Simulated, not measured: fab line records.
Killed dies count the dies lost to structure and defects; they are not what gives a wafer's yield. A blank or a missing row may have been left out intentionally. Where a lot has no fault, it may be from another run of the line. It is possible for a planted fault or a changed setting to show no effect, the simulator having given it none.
fab line records	flow rit_cmos
record lots=5	wafers=15	last_day=7
route steps=202 shown ACTIVE@7 FOX1@20 FOX2@23 NWELL@28 PWELL@39 M1@192
lots that met no fault: from a run of the same line without faults
start_h: hours from the record's opening day to when the first of the lot's shown wafers began	wait_h: how many hours have passed since the lot's step before this one	" as in the row above	L1.1+2: a row that stands for several wafers	- either no value or no given start	* or withheld: withheld	< > ~ a bound
route shown NAME@n: NAME is a module with steps in the file, n the number in the route of the first one	usual: the fault-free wafers' mean and standard deviation	same: alike in all rows	chamber/n: place in a boat	sites: the reading at each site	_std_site: the standard deviation of these	_edge_site: outer sites' mean less inner sites'	radius_mm: how far each site lies from the wafer's centre	mask NAME#n: copy n	behind: the most recent tool/chamber to have shaped the wafer	hold: the reason the lot was held/the length of the hold in hours/how it ended	device: transistor that didn't switch, given as n, p or np	end of line: the tests these same wafers got at the end of their route	a step without rows: its recipe alone	killed: the dies lost at the first sort to structure and to defects; this is not the yield of the wafer	map: a wafer's dies, x killed, . not, _ none there
set.NAME: the setting as run; set.NAME@STEP: as run at that earlier step	model.NAME: the simulator's own value behind a step, which no gauge read
certain route steps with their lots: each step a table, each wafer a row
services: from which hour (start_h, from the record's first day; less than 0 if before it) a tool's chamber was out of use, for how many hours, and why
## steps
# step RIT_ACTIVE_COAT_06
# recipe resist=NOVOLAK	spin_rpm=3188	resist_thk_nm=1000
# step RIT_ACTIVE_SOFTBAKE_07
# recipe resist=NOVOLAK	temp_c=90	time_s=60
# step RIT_ACTIVE_EXPOSE_08
# recipe mask_id=M1	na=0.6	source_shape=conventional	sigma_outer=0.6	target_cd_nm=1400	dose_mj=225
# step RIT_ACTIVE_PEB_09
# recipe resist=NOVOLAK	temp_c=withheld	time_s=withheld
# step RIT_ACTIVE_DEVELOP_10
# recipe resist=NOVOLAK	develop_time_s=50	dev_temp_c=23
# step RIT_ACTIVE_CD_MEAS_11
# recipe target_cd_nm=1400
# usual cd_nm=1401.1/2.2
lot.wafer	tool	chamber	start_h	wait_h	cd_nm
L451.1	cd_sem-01	-	34.49	-	1402.3
L451.2	"	-	"	"	1403.7
L451.3	"	-	"	"	1403.8
L457.3	cd_sem-02	-	65.82	-	1404.3
L457.5	"	-	"	"	1403.8
L457.6	"	-	"	"	1405.3
L460.4	cd_sem-01	-	80.33	-	1401.9
L460.5	"	-	"	"	1404.1
L460.6	"	-	"	"	1401.8
L464.1	cd_sem-02	-	100.27	-	1404.9
L464.4	"	-	"	"	1404.4
L464.6	"	-	"	"	1406.7
L467.4	cd_sem-01	-	115.33	-	1401.8
L467.5	"	-	"	"	1403.5
L467.6	"	-	"	"	1401.9
# step RIT_ACTIVE_HARDBAKE_12
# recipe resist=NOVOLAK	temp_c=140	time_s=60
# step RIT_ACTIVE_ETCH_13
# recipe stop_on=SiO2	chemistry=SF6	target=Si3N4	time_s=210	over_etch_frac=0.4	SF6_flow_sccm=200	pressure_mtorr=260	rf_w=125	target_depth_a=2100
# usual drypump_motor_current_A=5.7/0.44	oes_product_au=0.819/0.013	throttle_valve_pct=7.53/0.084
lot.wafer	tool	chamber	start_h	wait_h	drypump_motor_current_A	oes_product_au	rf_hours_counter_h	throttle_valve_pct
L451.1	rie_diel-04	3	34.76	0.1	6.1	0.826	30	7.63
L451.2	"	0	"	"	6.0	0.806	29	7.38
L451.3	"	1	"	"	6.1	0.830	128	7.51
L457.3	rie_diel-02	1	66.05	0.1	5.8	0.810	110	7.59
L457.5	"	1	"	"	5.7	0.807	-	7.60
L457.6	"	2	"	"	5.4	0.833	-	7.54
L460.4	rie_diel-04	3	80.54	0.1	6.1	0.822	31	7.62
L460.5	"	0	"	"	6.0	0.802	-	7.40
L460.6	"	1	"	"	6.0	0.826	-	7.52
L464.1	rie_diel-01	2	100.54	0.1	5.2	0.833	33	7.45
L464.4	"	1	"	"	5.9	0.808	66	7.54
L464.6	"	2	"	"	5.2	0.843	-	7.46
L467.4	rie_diel-02	3	115.54	0.1	6.2	0.813	131	7.46
L467.5	"	3	"	"	6.2	0.812	-	7.46
L467.6	"	2	"	"	5.5	0.839	-	7.54
# step RIT_ACTIVE_STRIP_14
# recipe chemistry=O2	time_s=180	resist=NOVOLAK	platen_temp_c=withheld	power_w=500	pressure_mtorr=4000	o2_flow_sccm=4000
# usual drypump_motor_current_A=5.7/0.51	o2_flow_sccm=4000/11
lot.wafer	tool	chamber	start_h	wait_h	drypump_motor_current_A	o2_flow_sccm	rf_hours_counter_h
L451.1	plasma_asher-01	0	34.90	0.1	5.0	3972	43
L451.2	"	1	"	"	5.5	4013	43
L451.3	"	1	"	"	5.5	4006	-
L457.3	plasma_asher-03	0	66.24	0.1	6.4	4017	-
L457.5	"	1	"	"	5.7	3989	-
L457.6	"	0	"	"	6.4	4009	-
L460.4	plasma_asher-03	0	80.73	0.1	6.5	3998	-
L460.5	"	1	"	"	5.7	4017	-
L460.6	"	0	"	"	6.4	3996	-
L464.1	plasma_asher-01	1	100.68	0.1	5.5	3990	50
L464.4	"	0	"	"	5.0	4009	-
L464.6	"	0	"	"	5.0	3997	-
L467.4	plasma_asher-03	0	115.73	0.1	6.5	3983	-
L467.5	"	0	"	"	6.5	3984	-
L467.6	"	1	"	"	5.7	3991	-
# step RIT_ACTIVE_CD_MEAS_90
# recipe target_cd_nm=1400
# usual cd_nm=1401.1/2.1
lot.wafer	tool	chamber	start_h	wait_h	cd_nm
L451.1	cd_sem-02	-	35.07	0.1	1402.4
L451.2	"	-	"	"	1403.4
L451.3	"	-	"	"	1404.1
L457.3	cd_sem-02	-	66.40	0.1	1404.4
L457.5	"	-	"	"	1403.9
L457.6	"	-	"	"	1405.0
L460.4	cd_sem-02	-	80.91	0.1	1402.1
L460.5	"	-	"	"	1403.8
L460.6	"	-	"	"	1401.3
L464.1	cd_sem-02	-	100.85	0.1	1404.9
L464.4	"	-	"	"	1404.4
L464.6	"	-	"	"	1406.1
L467.4	cd_sem-01	-	115.91	0.1	1401.8
L467.5	"	-	"	"	1403.8
L467.6	"	-	"	"	1402.1
# step RIT_ACTIVE_CLEAN_15
# recipe chemistry=SC1	mix=3:3:50	time_s=600	temp_c=75
# step RIT_ACTIVE_CLEAN_16
# recipe chemistry=dHF	dilution=50:1	time_s=30
# step RIT_ACTIVE_CLEAN_17
# recipe chemistry=SC2	mix=3:3:50	time_s=600	temp_c=75	dry=n2_spin
lot.wafer	tool	chamber	start_h	wait_h
L451.1+2+3	wet_bench-03	2	35.40	0.0
L457.3+5+6	wet_bench-03	0	66.69	0.0
L460.4+5+6	wet_bench-04	2	81.16	0.0
L464.1+4+6	wet_bench-04	1	101.16	0.0
L467.4+5+6	wet_bench-04	3	116.34	0.0
# step RIT_FOX1_OXIDATION_00
# recipe temp_c=1100	ambient=H2O	target_thk_a=3507	p_h2o_torr=720	ox_time_s=1130
# step RIT_FOX1_THK_MEAS_01
# recipe reads=SiO2_of_FOX1_OXIDATION_00
# usual FOX1_OXIDE_THK=347/6.3
lot.wafer	tool	chamber	start_h	wait_h	FOX1_OXIDE_THK[nm]
L451.1	film_metro-02	-	36.90	0.0	342
L451.2	"	-	"	"	340
L451.3	"	-	"	"	347
L457.3	film_metro-02	-	68.39	0.0	350
L457.5	"	-	"	"	345
L457.6	"	-	"	"	342
L460.4	film_metro-01	-	82.68	0.0	346
L460.5	"	-	"	"	346
L460.6	"	-	"	"	348
L464.1	film_metro-02	-	102.67	0.0	351
L464.4	"	-	"	"	353
L464.6	"	-	"	"	352
L467.4	film_metro-01	-	117.86	0.0	352
L467.5	"	-	"	"	356
L467.6	"	-	"	"	359
# step RIT_FOX1_WET_ETCH_02
# recipe chemistry=BOE	target_depth_nm=350	time_s=390	temp_c=21.5	dry=n2_spin	dilution=10:1	target=SiO2
# step RIT_FOX2_OXIDATION_00
# recipe temp_c=1100	ambient=H2O	target_thk_a=3507	p_h2o_torr=720	ox_time_s=1130
# step RIT_FOX2_THK_MEAS_01
# recipe reads=SiO2_of_FOX2_OXIDATION_00
# usual FOX2_OXIDE_THK=350/6.6
lot.wafer	tool	chamber	start_h	wait_h	FOX2_OXIDE_THK[nm]
L451.1	film_metro-03	-	38.87	0.0	363
L451.2	"	-	"	"	358
L451.3	"	-	"	"	352
L457.3	film_metro-04	-	69.89	0.0	349
L457.5	"	-	"	"	347
L457.6	"	-	"	"	351
L460.4	film_metro-01	-	84.17	0.0	350
L460.5	"	-	"	"	354
L460.6	"	-	"	"	356
L464.1	film_metro-01	-	104.17	0.0	357
L464.4	"	-	"	"	362
L464.6	"	-	"	"	353
L467.4	film_metro-01	-	120.14	0.0	352
L467.5	"	-	"	"	346
L467.6	"	-	"	"	352
# step RIT_FOX2_CLEAN_02
# recipe chemistry=dHF	dilution=50:1	time_s=180
# step RIT_FOX2_WET_ETCH_03
# recipe chemistry=H3PO4	target=Si3N4	target_depth_nm=195	temp_c=165	time_s=2700
# step RIT_FOX2_THK_MEAS_90
# recipe reads=SiO2_of_FOX2_OXIDATION_00
# usual FIELD_OXIDE_LEFT_1_THK=323/6.6
lot.wafer	tool	chamber	start_h	wait_h	FIELD_OXIDE_LEFT_1_THK[nm]
L451.1	film_metro-04	-	39.75	0.0	335
L451.2	"	-	"	"	330
L451.3	"	-	"	"	325
L457.3	film_metro-01	-	70.77	0.0	321
L457.5	"	-	"	"	320
L457.6	"	-	"	"	324
L460.4	film_metro-04	-	85.05	0.0	323
L460.5	"	-	"	"	328
L460.6	"	-	"	"	329
L464.1	film_metro-01	-	105.05	0.0	330
L464.4	"	-	"	"	335
L464.6	"	-	"	"	326
L467.4	film_metro-04	-	121.02	0.0	325
L467.5	"	-	"	"	319
L467.6	"	-	"	"	325
# step RIT_NWELL_HMDS_00
# recipe prime_time_s=62.11	prime_temp_c=140
# step RIT_NWELL_COAT_01
# recipe resist=NOVOLAK	spin_rpm=2000	resist_thk_nm=1300
# step RIT_NWELL_SOFTBAKE_02
# recipe resist=NOVOLAK	temp_c=90	time_s=60
# step RIT_NWELL_EXPOSE_03
# recipe mask_id=M2	na=0.57	target_cd_nm=43900	dose_mj=250
# step RIT_NWELL_PEB_04
# recipe resist=NOVOLAK	temp_c=withheld	time_s=withheld
# step RIT_NWELL_DEVELOP_05
# recipe resist=NOVOLAK	develop_time_s=68	dev_temp_c=23
# step RIT_NWELL_OVL_MEAS_06
# usual NWELL_OVL=0.0/1.5
lot.wafer	tool	chamber	start_h	wait_h	NWELL_OVL[nm]
L451.1	overlay-02	-	41.05	-	-0.8
L451.2	"	-	"	"	0.6
L451.3	"	-	"	"	2.8
L457.3	overlay-01	-	71.86	-	-4.3
L457.5	"	-	"	"	-1.2
L457.6	"	-	"	"	-1.7
L460.4	overlay-01	-	85.98	-	1.2
L460.5	"	-	"	"	0.5
L460.6	"	-	"	"	-1.4
L464.1	overlay-02	-	105.99	-	-1.4
L464.4	"	-	"	"	-0.8
L464.6	"	-	"	"	-1.1
L467.4	overlay-01	-	122.07	-	0.2
L467.5	"	-	"	"	1.4
L467.6	"	-	"	"	0.2
# step RIT_NWELL_HARDBAKE_07
# recipe resist=NOVOLAK	temp_c=140	time_s=120
# step RIT_NWELL_IMPLANT_08
# recipe species=P	energy_kev=170	dose_cm2=5e+13	tilt_deg=7
# step RIT_NWELL_STRIP_09
# recipe chemistry=O2	time_s=180	resist=NOVOLAK	platen_temp_c=withheld	power_w=500	pressure_mtorr=4000	o2_flow_sccm=4000
# usual drypump_motor_current_A=5.6/0.48	o2_flow_sccm=3998/12
lot.wafer	tool	chamber	start_h	wait_h	drypump_motor_current_A	o2_flow_sccm	rf_hours_counter_h
L451.1	plasma_asher-01	1	41.48	0.1	5.5	4008	44
L451.2	"	0	"	"	5.0	4006	44
L451.3	"	0	"	"	5.0	3984	-
L457.3	plasma_asher-04	0	72.34	0.1	5.2	3993	-
L457.5	"	1	"	"	5.8	4003	-
L457.6	"	0	"	"	5.2	3991	-
L460.4	plasma_asher-04	1	86.46	0.1	5.9	3996	-
L460.5	"	1	"	"	5.9	4011	-
L460.6	"	0	"	"	5.2	4010	-
L464.1	plasma_asher-03	1	106.43	0.1	5.7	3981	45
L464.4	"	0	"	"	6.5	4004	-
L464.6	"	0	"	"	6.5	3983	-
L467.4	plasma_asher-01	1	122.54	0.1	5.5	3993	-
L467.5	"	0	"	"	5.0	4008	-
L467.6	"	1	"	"	5.5	4006	-
# step RIT_NWELL_TW_MEAS_10
# usual NWELL_TW=2146/12
lot.wafer	tool	chamber	start_h	wait_h	NWELL_TW
L451.1	film_metro-02	-	41.66	0.1	2153
L451.2	"	-	"	"	2145
L451.3	"	-	"	"	2147
L457.3	film_metro-02	-	72.48	0.1	2152
L457.5	"	-	"	"	2160
L457.6	"	-	"	"	2152
L460.4	film_metro-03	-	86.61	0.1	2145
L460.5	"	-	"	"	2145
L460.6	"	-	"	"	2151
L464.1	film_metro-03	-	106.60	0.1	2135
L464.4	"	-	"	"	2137
L464.6	"	-	"	"	2146
L467.4	film_metro-03	-	122.69	0.1	2156
L467.5	"	-	"	"	2159
L467.6	"	-	"	"	2154
# step RIT_PWELL_HMDS_00
# recipe prime_time_s=60	prime_temp_c=140
# step RIT_PWELL_COAT_01
# recipe resist=NOVOLAK	spin_rpm=2000	resist_thk_nm=1300
# step RIT_PWELL_SOFTBAKE_02
# recipe resist=NOVOLAK	temp_c=90	time_s=61.31
# usual exhaust_pa=45.1/0.92	plate_sensor_t_centre_C=90.971/0.0099	plate_sensor_t_edge_C=91.021/0.01
lot.wafer	tool	chamber	start_h	wait_h	exhaust_pa	plate_sensor_t_centre_C	plate_sensor_t_edge_C
L451.1	litho_track-02	0	42.02	0.1	45.9	90.974	91.004
L451.2	"	0	"	"	46.3	90.975	91.031
L451.3	"	0	"	"	45.2	90.980	91.042
L457.3	litho_track-03	0	72.87	0.1	45.8	90.970	91.016
L457.5	"	0	"	"	44.5	90.951	91.005
L457.6	"	0	"	"	44.7	90.968	91.017
L460.4	litho_track-03	0	87.01	0.1	44.7	90.956	91.007
L460.5	"	0	"	"	44.9	90.947	91.029
L460.6	"	0	"	"	43.7	90.972	91.030
L464.1	litho_track-04	0	106.96	0.1	45.1	90.972	91.011
L464.4	"	0	"	"	46.9	90.971	91.025
L464.6	"	0	"	"	45.7	90.979	91.043
L467.4	litho_track-02	0	123.10	0.1	46.5	90.973	91.019
L467.5	"	0	"	"	45.1	90.963	91.010
L467.6	"	0	"	"	46.4	90.975	91.023
# step RIT_PWELL_EXPOSE_03
# recipe mask_id=M3	na=0.57	target_cd_nm=43700	dose_mj=250
# step RIT_PWELL_PEB_04
# recipe resist=NOVOLAK	temp_c=withheld	time_s=withheld
# step RIT_PWELL_DEVELOP_05
# recipe resist=NOVOLAK	develop_time_s=68	dev_temp_c=23
# step RIT_PWELL_OVL_MEAS_06
# usual PWELL_OVL=0.5/1.4
lot.wafer	tool	chamber	start_h	wait_h	PWELL_OVL[nm]
L451.1	overlay-02	-	42.72	-	5.3
L451.2	"	-	"	"	0.7
L451.3	"	-	"	"	1.0
L457.3	overlay-02	-	73.53	-	0.8
L457.5	"	-	"	"	1.0
L457.6	"	-	"	"	1.2
L460.4	overlay-02	-	87.66	-	1.3
L460.5	"	-	"	"	2.3
L460.6	"	-	"	"	-0.6
L464.1	overlay-02	-	107.73	-	0.3
L464.4	"	-	"	"	1.6
L464.6	"	-	"	"	2.6
L467.4	overlay-01	-	123.74	-	1.7
L467.5	"	-	"	"	2.3
L467.6	"	-	"	"	1.4
# step RIT_PWELL_HARDBAKE_07
# recipe resist=NOVOLAK	temp_c=140	time_s=120
# step RIT_PWELL_IMPLANT_08
# recipe species=B	energy_kev=170	dose_cm2=7e+13	tilt_deg=7
# step RIT_PWELL_STRIP_09
# recipe chemistry=O2	time_s=180	resist=NOVOLAK	platen_temp_c=withheld	power_w=500	pressure_mtorr=4000	o2_flow_sccm=4000
# usual drypump_motor_current_A=5.5/0.41	o2_flow_sccm=4003/14
lot.wafer	tool	chamber	start_h	wait_h	drypump_motor_current_A	o2_flow_sccm	rf_hours_counter_h
L451.1	plasma_asher-04	1	43.16	0.1	5.9	3973	23
L451.2	"	0	"	"	5.2	4001	23
L451.3	"	0	"	"	5.2	4003	-
L457.3	plasma_asher-02	1	74.02	0.1	6.0	3997	-
L457.5	"	0	"	"	6.2	3998	-
L457.6	"	1	"	"	6.0	3991	-
L460.4	plasma_asher-01	0	88.14	0.1	5.0	4002	-
L460.5	"	0	"	"	5.0	4004	-
L460.6	"	1	"	"	5.5	4011	-
L464.1	plasma_asher-02	1	108.28	0.1	6.0	4003	47
L464.4	"	1	"	"	6.0	3994	-
L464.6	"	1	"	"	6.0	3995	-
L467.4	plasma_asher-01	0	124.22	0.1	5.0	3998	-
L467.5	"	1	"	"	5.5	3983	-
L467.6	"	0	"	"	5.0	4014	-
# step RIT_M1_DEVELOP_08
# recipe resist=NOVOLAK	develop_time_s=70.4	dev_temp_c=23
# usual exhaust_pa=45.3/0.89
# same develop_time_s=70.4
lot.wafer	tool	chamber	start_h	wait_h	exhaust_pa	model.M1.cd_nm
L451.1	litho_track-02	0	-	-	46.2	2601
L451.2	"	0	"	"	46.3	2601
L451.3	"	0	"	"	46.0	2598
L457.3	litho_track-04	0	-	-	44.0	2626
L457.5	"	0	"	"	44.4	2625
L457.6	"	0	"	"	45.5	2625
L460.4	litho_track-01	0	-	-	46.3	2596
L460.5	"	0	"	"	44.7	2598
L460.6	"	0	"	"	46.0	2596
L464.1	litho_track-01	0	-	-	45.5	2599
L464.4	"	0	"	"	45.6	2600
L464.6	"	0	"	"	44.1	2601
L467.4	litho_track-01	0	-	-	46.5	2597
L467.5	"	0	"	"	46.1	2600
L467.6	"	0	"	"	46.4	2599
# step RIT_M1_METAL_ETCH_12
# recipe stop_on=SiO2	chemistry=Cl2/BCl3	target=Al	time_s=165	over_etch_frac=0.5	pressure_mtorr=100	target_depth_a=6000	rf_w=250	Cl2_flow_sccm=60	bcl3_flow_sccm=50
# usual drypump_motor_current_A=5.9/0.46	he_backside_leak_sccm=3.35/0.3	oes_product_au=0.772/0.0097	throttle_valve_pct=8.37/0.13
lot.wafer	tool	chamber	start_h	wait_h	drypump_motor_current_A	he_backside_leak_sccm	oes_product_au	rf_hours_counter_h	throttle_valve_pct	model.M1.cd_nm
L451.1	rie_metal-04	1	74.89	0.2	5.7	3.65	0.774	4	8.44	2596
L451.2	"	0	"	"	6.5	3.12	0.755	4	8.24	2604
L451.3	"	0	"	"	6.5	3.12	0.759	-	8.23	2601
L457.3	rie_metal-04	1	108.53	0.2	5.8	3.51	0.758	-	8.44	2623
L457.5	"	0	"	"	6.5	4.91	0.757	-	8.24	2626
L457.6	"	1	"	"	5.7	3.59	0.764	-	8.45	2622
L460.4	rie_metal-04	1	120.81	0.1	5.8	3.48	0.775	-	8.42	2590
L460.5	"	0	"	"	6.5	3.00	0.766	-	8.22	2598
L460.6	"	1	"	"	5.7	3.55	0.773	-	8.42	2592
L464.1	rie_metal-03	0	140.66	0.2	6.0	3.30	0.778	3	8.54	2597
L464.4	"	1	"	"	5.4	3.43	0.776	-	8.21	2602
L464.6	"	1	"	"	5.4	3.38	0.773	-	8.19	2604
L467.4	rie_metal-04	1	155.98	0.1	5.7	3.41	0.775	-	8.43	2592
L467.5	"	0	"	"	6.5	2.98	0.775	-	8.21	2601
L467.6	"	1	"	"	5.7	3.63	0.785	-	8.43	2594
# step RIT_M1_PROBE_99
# usual killed_at_front_end=7.3/2.9	killed_dies=7.3/3	killed_on_rim=1.9/1.5	killed_open=3.6/1.8	killed_short=3.7/2.1
# same gross_dies=264	killed_at_M0_to_M3=0	killed_at_M4_up=0	killed_at_back_side=0	killed_at_contacts=0	killed_at_other=0
lot.wafer	tool	chamber	start_h	wait_h	killed_at_front_end	killed_dies	killed_on_rim	killed_open	killed_short	model.etest.m1.width_nm	model.etest.pmos_0p15.gate_log10_a_cm2	model.etest.nmos_0p15.gate_log10_a_cm2	model.etest.gate_to_diffusion_comb.leak_log10_a_um	model.etest.nmos_narrow.off_log10_a_um	model.etest.gate_end_array.leak_log10_a_um	model.etest.nmos_0p3.off_log10_a_um	model.etest.pmos_narrow.off_log10_a_um
L451.1	prober-02	-	77.14	0.1	11	11	2	4	6	2593	-6.552	-5.613	-12.54	-13.26	-12.63	-12.86	-12.64
L451.2	prober-02	-	77.19	0.1	12	12	4	4	8	2597	-6.191	-5.182	-12.08	-13.13	-12.89	-13.04	-12.53
L451.3	prober-02	-	77.24	0.2	5	5	1	2	3	2605	-6.548	-5.321	-12.29	-13.18	-12.8	-13.04	-12.62
L457.3	prober-02	-	111.08	0.2	6	6	2	3	3	2619	-0.7995	-0.3105	-7.322	-10.91	-10.37	-10.56	-10.56
L457.5	prober-02	-	111.18	0.2	9	9	2	4	5	2629	-0.8542	-0.516	-7.515	-10.65	-10.68	-10.91	-10.57
L457.6	prober-02	-	111.23	0.2	6	6	1	4	2	2616	-1.033	-0.3656	-7.336	-11.15	-10.94	-11.04	-10.78
L460.4	prober-01	-	123.82	0.2	4	4	2	0	4	2589	-6.919	-5.861	-12.61	-13.13	-12.66	-12.93	-12.81
L460.5	prober-01	-	123.87	0.2	9	9	3	2	7	2597	-6.807	-5.492	-12.51	-13.16	-12.84	-13.04	-12.75
L460.6	prober-01	-	123.92	0.2	7	7	3	4	3	2596	-6.474	-5.457	-12.4	-13.12	-12.68	-12.9	-12.91
L464.1	prober-01	-	143.43	0.1	3	3	1	2	1	2600	-6.611	-5.718	-12.59	-13.27	-12.68	-12.91	-12.83
L464.4	prober-01	-	143.58	0.2	7	7	1	5	2	2603	-6.924	-5.761	-12.49	-13.22	-12.94	-13.09	-12.98
L464.6	prober-01	-	143.68	0.2	6	6	1	3	3	2601	-6.814	-5.562	-12.37	-13.25	-12.95	-13.18	-12.76
L467.4	prober-02	-	158.33	0.2	11	11	5	6	4	2598	-6.913	-5.727	-12.52	-13.31	-12.96	-13.15	-12.88
L467.5	prober-02	-	158.38	0.2	9	9	2	4	5	2598	-6.938	-5.846	-12.61	-13.26	-13.08	-13.17	-12.93
L467.6	prober-02	-	158.43	0.2	10	10	3	5	5	2594	-6.994	-5.87	-12.6	-13.24	-13.01	-13.18	-12.96
# killed by level:class
L451.1 GATE:geometric_particle:short=3 SPACER:geometric_particle:open=2 FOX2:geometric_particle:short=1 GATE:geometric_particle:open=1 REOX:geometric_particle:open=1 REOX:geometric_particle:short=1 SPACER:geometric_particle:short=1 PWELL:coat_microbubble_printed=1
L451.2 GATE:geometric_particle:short=3 GATE:geometric_particle:open=3 FOX2:geometric_particle:short=2 SPACER:geometric_particle:short=2 FOX2:geometric_particle:open=1 REOX:geometric_particle:short=1
L451.3 GATE:geometric_particle:short=2 FOX1:geometric_particle:open=1 SPACER:geometric_particle:short=1 SILICIDE:geometric_particle:open=1
L457.3 SPACER:geometric_particle:short=2 FOX1:geometric_particle:open=1 GATE:geometric_particle:short=1 GATE:geometric_particle:open=1 SPACER:geometric_particle:open=1
L457.5 GATE:geometric_particle:open=2 GATE:geometric_particle:short=2 SPACER:geometric_particle:short=2 ACTIVE:geometric_particle:short=1 FOX1:geometric_particle:open=1 SPACER:geometric_particle:open=1
L457.6 GATE:geometric_particle:open=3 GATE:geometric_particle:short=1 REOX:geometric_particle:open=1 SPACER:geometric_particle:short=1
L460.4 GATE:geometric_particle:short=3 SPACER:geometric_particle:short=1
L460.5 REOX:geometric_particle:short=3 FOX2:geometric_particle:short=2 GATE:geometric_particle:short=1 GATE:geometric_particle:open=1 SPACER:geometric_particle:short=1 SILICIDE:geometric_particle:open=1
L460.6 GATE:geometric_particle:short=3 GATE:geometric_particle:open=2 REOX:geometric_particle:open=2
L464.1 FOX2:geometric_particle:open=1 REOX:geometric_particle:short=1 SPACER:geometric_particle:open=1
L464.4 GATE:geometric_particle:open=2 FOX1:geometric_particle:short=1 REOX:geometric_particle:open=1 SPACER:geometric_particle:open=1 SPACER:geometric_particle:short=1 SILICIDE:geometric_particle:open=1
L464.6 SPACER:geometric_particle:short=2 GATE:geometric_particle:open=1 REOX:geometric_particle:open=1 REOX:geometric_particle:short=1 SPACER:geometric_particle:open=1
L467.4 REOX:geometric_particle:open=4 FOX1:geometric_particle:open=2 GATE:geometric_particle:short=2 REOX:geometric_particle:short=1 SPACER:geometric_particle:short=1 PLDD:coat_microbubble_printed=1
L467.5 SILICIDE:geometric_particle:short=2 FOX1:geometric_particle:short=1 FOX1:geometric_particle:open=1 GATE:geometric_particle:short=1 GATE:geometric_particle:open=1 REOX:geometric_particle:open=1 SPACER:geometric_particle:short=1 SILICIDE:geometric_particle:open=1
L467.6 SILICIDE:geometric_particle:open=3 REOX:geometric_particle:short=2 ACTIVE:geometric_particle:short=1 GATE:geometric_particle:short=1 REOX:geometric_particle:open=1 SPACER:geometric_particle:open=1 SILICIDE:geometric_particle:short=1
## services
tool	chamber	start_h	hours	kind
wet_bench-04	-	13.18	5.0	repair
plasma_asher-04	-	29.74	2.5	repair
rie_metal-04	1	31.54	5.0	repair
rie_diel-01	3	32.95	7.7	repair
wet_bench-03	-	48.20	10.9	repair
rie_metal-04	1	60.36	1.8	repair
wet_bench-03	-	68.62	2.3	repair
rie_diel-01	-	76.42	1.5	repair
rie_diel-02	0	104.64	8.5	repair
plasma_asher-01	-	108.75	9.0	pm
plasma_asher-01	0	108.75	9.0	vent_cycle
plasma_asher-01	1	108.75	9.0	vent_cycle
plasma_asher-01	0	117.75	-	clean
plasma_asher-01	1	117.75	-	clean
rie_diel-01	-	124.38	4.3	pm
plasma_asher-03	-	127.60	15.7	repair
rie_diel-01	-	140.63	1.6	repair
rie_diel-01	1	142.43	10.3	repair
rie_diel-04	2	147.01	4.3	repair
rie_diel-02	3	147.65	4.9	repair
rie_diel-04	-	148.53	2.8	pm
## key
first_sign none at tools or gauges
model_effect step=RIT_M1_DEVELOP_08	value=M1.cd_nm	without=2599	struck=2626
model_effect step=RIT_M1_METAL_ETCH_12	value=M1.cd_nm	without=2597	struck=2623
model_effect step=RIT_M1_PROBE_99	value=etest.m1.width_nm	without=2595	struck=2621
met_at RIT_ACTIVE_CLEAN_17
struck_wafers L457.3,L457.5,L457.6
tester_left_out L457
loop_trim step=RIT_M1_EXPOSE_06	setting=dose	lots=L457
onset_between 35.40 66.69
also_fits RIT_M1_DEVELOP_08:litho_track-04
fault kind=metallic_contamination_source	tool=wet_bench-03	chamber=-	onset_h=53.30	steps=RIT_ACTIVE_CLEAN_17	rate_cm2_per_visit=1e+13	species=metal_fe_cm2
# tester_left_out: of these lots the tester's yield and bins aren't shown, on N5 and GAA mostly nor the transistor test; their killed dies are dies lost to structure and defects alone, not to doping, threshold or leakage, so they don't give the yield
# loop_trim: a control loop set the setting to another value than it would have without faults
